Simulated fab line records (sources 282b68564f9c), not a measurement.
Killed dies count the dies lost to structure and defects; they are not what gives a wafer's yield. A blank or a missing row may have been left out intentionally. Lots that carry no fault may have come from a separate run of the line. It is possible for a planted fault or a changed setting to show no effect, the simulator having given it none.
Which tool did it? -- flow rit-cmos -- Sampling: 15 lots, 45 wafers, 6 of 202 route steps

WHAT THE GAUGES SHOWED, per wafer
RIT_GATE_CD_MEAS_90 targets a cd of 150 nm.
lot,measured,on,cd-nm (nm)
L361,day 2 14:01,cd-sem-02,151.5 149.6 149.4
L362,day 2 18:20,cd-sem-02,144.1 145.4 145.0
L363,day 3 05:50,cd-sem-01,149.9 145.7 147.1
L364,day 3 08:51,cd-sem-01,149.5 149.5 149.1
L366,day 3 17:02,cd-sem-01,151.3 150.0 151.6
L367,day 3 21:17,cd-sem-01,152.8 151.6 149.6
L368,day 4 06:55,cd-sem-02,152.3 150.5 151.8
L369,day 4 10:16,cd-sem-01,146.8 148.1 148.5
L372,day 4 23:53,cd-sem-02,147.0 149.5 146.0
L373,day 5 04:26,cd-sem-01,151.7 150.5 150.4
L374,day 5 10:15,cd-sem-02,149.9 150.0 152.2
L377,day 5 23:11,cd-sem-01,151.2 149.2 151.2
L381,day 6 17:19,cd-sem-01,150.0 149.8 148.7
L382,day 7 04:20,cd-sem-01,148.6 148.6 151.1
L384,day 7 12:32,cd-sem-01,150.9 149.2 151.0

RIT_SDANNEAL_RS_MEAS_04: measures by four-point-probe.
lot,measured,on,PSD_RS (ohm/sq)
L361,day 3 03:29,film-metro-04,116.0 116.1 116.4
L362,day 3 07:41,film-metro-03,115.9 115.8 115.7
L363,day 3 18:28,film-metro-03,115.7 115.7 116.0
L364,day 3 21:58,film-metro-03,116.1 115.6 116.0
L366,day 4 05:53,film-metro-03,115.6 115.4 115.8
L367,day 4 09:53,film-metro-02,115.9 115.9 116.0
L368,day 4 18:55,film-metro-04,116.1 116.2 116.1
L369,day 5 00:01,film-metro-02,115.8 115.9 115.8
L372,day 5 15:35,film-metro-02,115.6 115.6 115.6
L373,day 5 17:41,film-metro-03,116.3 116.2 116.0
L374,day 5 22:55,film-metro-02,115.9 115.4 115.8
L377,day 6 11:29,film-metro-03,116.4 116.4 116.5
L381,day 7 07:23,film-metro-02,115.4 115.3 115.4
L382,day 7 18:17,film-metro-03,116.0 116.4 116.6
L384,day 8 01:01,film-metro-03,115.7 115.8 116.2

RIT_M1_CD_MEAS_09 targets a cd of 2600 nm.
lot,measured,on,cd-nm (nm)
L361,day 3 08:18,cd-sem-02,2598.5 2599.4 2598.3
L362,day 3 12:23,cd-sem-02,2599.2 2598.7 2600.5
L363,day 3 23:31,cd-sem-01,2597.7 2600.0 2596.6
L364,day 4 02:49,cd-sem-01,2598.6 2601.2 2601.4
L366,day 4 10:55,cd-sem-01,2601.2 2602.1 2604.2
L367,day 4 14:35,cd-sem-02,2598.3 2599.2 2598.6
L368,day 4 23:34,cd-sem-01,2603.1 2600.7 2602.9
L369,day 5 04:47,cd-sem-02,2602.0 2602.3 2601.6
L372,day 5 20:17,cd-sem-01,2603.6 2602.0 2602.9
L373,day 5 22:30,cd-sem-01,- - -
L374,day 6 03:45,cd-sem-01,- - -
L377,day 6 16:25,cd-sem-02,- - -
L381,day 7 12:21,cd-sem-02,2602.7 2601.5 2600.8
L382,day 7 22:56,cd-sem-01,2599.1 2600.1 2598.5
L384,day 8 05:35,cd-sem-01,2601.6 2600.2 2601.4

RIT_M1_OVL_MEAS_10.
lot,measured,on,M1_OVL (nm)
L361,day 3 08:24,overlay-01,1.4 1.3 2.7
L362,day 3 12:30,overlay-01,1.2 0.4 2.3
L363,day 3 23:38,overlay-02,1.7 -2.1 0.4
L364,day 4 02:55,overlay-02,-0.9 -2.3 0.9
L366,day 4 11:02,overlay-01,0.2 -0.5 2.7
L367,day 4 14:40,overlay-01,0.9 4.3 0.9
L368,day 4 23:41,overlay-02,-0.5 -0.8 0.1
L369,day 5 04:53,overlay-01,0.3 -2.1 -0.7
L372,day 5 20:24,overlay-01,1.7 0.7 1.6
L373,day 5 22:37,overlay-01,- - -
L374,day 6 03:52,overlay-01,- - -
L377,day 6 16:32,overlay-01,- - -
L381,day 7 12:28,overlay-01,-1.5 0.6 -0.9
L382,day 7 23:02,overlay-02,0.1 0.0 0.3
L384,day 8 05:41,overlay-01,0.7 -0.7 0.9

TOOL THAT RAN EACH LOT (tool first, then ch and the chambers of the sampled wafers, then the start)
lot,RIT_SILICIDE_RTA_06,RIT_M1_DEVELOP_08
L361,"rtp-anneal-01 ch 0, day 3 04:25","litho-track-03 ch 0, day 3 08:00"
L362,"rtp-anneal-01 ch 0, day 3 08:37","litho-track-04 ch 0, day 3 12:00"
L363,"rtp-anneal-01 ch 0, day 3 19:24","litho-track-01 ch 0, day 3 23:00"
L364,"rtp-anneal-01 ch 0, day 3 22:53","litho-track-03 ch 0, day 4 02:00"
L366,"rtp-anneal-01 ch 0, day 4 06:52","litho-track-04 ch 0, day 4 10:00"
L367,"rtp-anneal-01 ch 0, day 4 10:47","litho-track-03 ch 0, day 4 14:00"
L368,"rtp-anneal-01 ch 0, day 4 19:50","litho-track-03 ch 0, day 4 23:00"
L369,"rtp-anneal-01 ch 0, day 5 00:57","litho-track-03 ch 0, day 5 04:00"
L372,"rtp-anneal-01 ch 0, day 5 16:31","litho-track-04 ch 0, day 5 20:00"
L373,"rtp-anneal-01 ch 0, day 5 18:37","litho-track-03 ch 0, day 5 22:00"
L374,"rtp-anneal-01 ch 0, day 5 23:50","litho-track-03 ch 0, day 6 03:00"
L377,"rtp-anneal-01 ch 0, day 6 12:25","litho-track-03 ch 0, day 6 16:00"
L381,"rtp-anneal-01 ch 0, day 7 08:23","litho-track-04 ch 0, day 7 12:00"
L382,"rtp-anneal-01 ch 0, day 7 19:17","litho-track-01 ch 0, day 7 22:00"
L384,"rtp-anneal-02 ch 0, day 8 01:56","litho-track-01 ch 0, day 8 05:00"
- RIT_SILICIDE_RTA_06: time 10 s, ramp up 5 s, ramp down 10 s.
- RIT_M1_DEVELOP_08: develop time 68 s.

WHAT THE TOOLS THEMSELVES READ (means of the sampled wafers that have a number; where no wafer has one, the mark that the record gives instead)
RIT_SILICIDE_RTA_06.
lot,tool,wafer_temp_C_max
L361,rtp-anneal-01,753.4
L362,rtp-anneal-01,753.3
L363,rtp-anneal-01,752.5
L364,rtp-anneal-01,753.4
L366,rtp-anneal-01,752.5
L367,rtp-anneal-01,753.0
L368,rtp-anneal-01,753.1
L369,rtp-anneal-01,752.6
L372,rtp-anneal-01,752.9
L373,rtp-anneal-01,752.6
L374,rtp-anneal-01,753.3
L377,rtp-anneal-01,752.6
L381,rtp-anneal-01,752.7
L382,rtp-anneal-01,753.6
L384,rtp-anneal-02,753.6

RIT_M1_DEVELOP_08.
lot,tool,resist-line-temp-C (C)
L361,litho-track-03,22.84
L362,litho-track-04,22.85
L363,litho-track-01,23.05
L364,litho-track-03,23.05
L366,litho-track-04,22.95
L367,litho-track-03,23.05
L368,litho-track-03,22.93
L369,litho-track-03,23.02
L372,litho-track-04,23.02
L373,litho-track-03,22.87
L374,litho-track-03,23.11
L377,litho-track-03,23.02
L381,litho-track-04,22.99
L382,litho-track-01,22.99
L384,litho-track-01,22.97

THE ANSWER, worked out from the rows above alone
Rule: the lots themselves supply what counts as usual. Put in order of their means at a reading, lots are off if they are a third of the lots or fewer, leave a main group of 4 or more, and stand apart from it by a gap of 3 or more times the standard deviation of the main group's means; of several such gaps the widest counts. A main group whose means are all the same, to the digits that the tables above print for the reading, isn't used. Also off: a lot with no number at a reading for which 4 or more lots have one. Where the step has rows for the other lots, those lots are counted as sound. After the gauges, taken in route order, come the tools' own readings; for these a lot's mean is taken, as printed above. At the first step where some lot is off, the reading lying furthest off is the one used; lots without a number count as furthest.
Off at RIT_M1_CD_MEAS_09 (cd-nm): L373, L374, L377. Without a number there: L373, L374, L377. Main group: mean 2600.6 nm, sd 1.6.
If a tool, at a process step before that reading, ran all the lots that are off and no sound lot after the first of them, it fits. The gauges at RIT_M1_CD_MEAS_09 aren't tried: what is off there is off at RIT_M1_OVL_MEAS_10 too, on other tools, and a gauge's error can't cause that. One fits: litho-track-03 at RIT_M1_DEVELOP_08. Its last sound lot is L369 (day 5 04:00), its first lot that is off L373 (day 5 22:00): a fault that began between those two fits.

WHAT HAD BEEN PUT IN BY THE SIMULATOR
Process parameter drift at RIT_M1_DEVELOP_08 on litho-track-03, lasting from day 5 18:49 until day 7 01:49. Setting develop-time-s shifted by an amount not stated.
Shown lots that were struck: L373, L374, L377. The rule above reached the same finding.
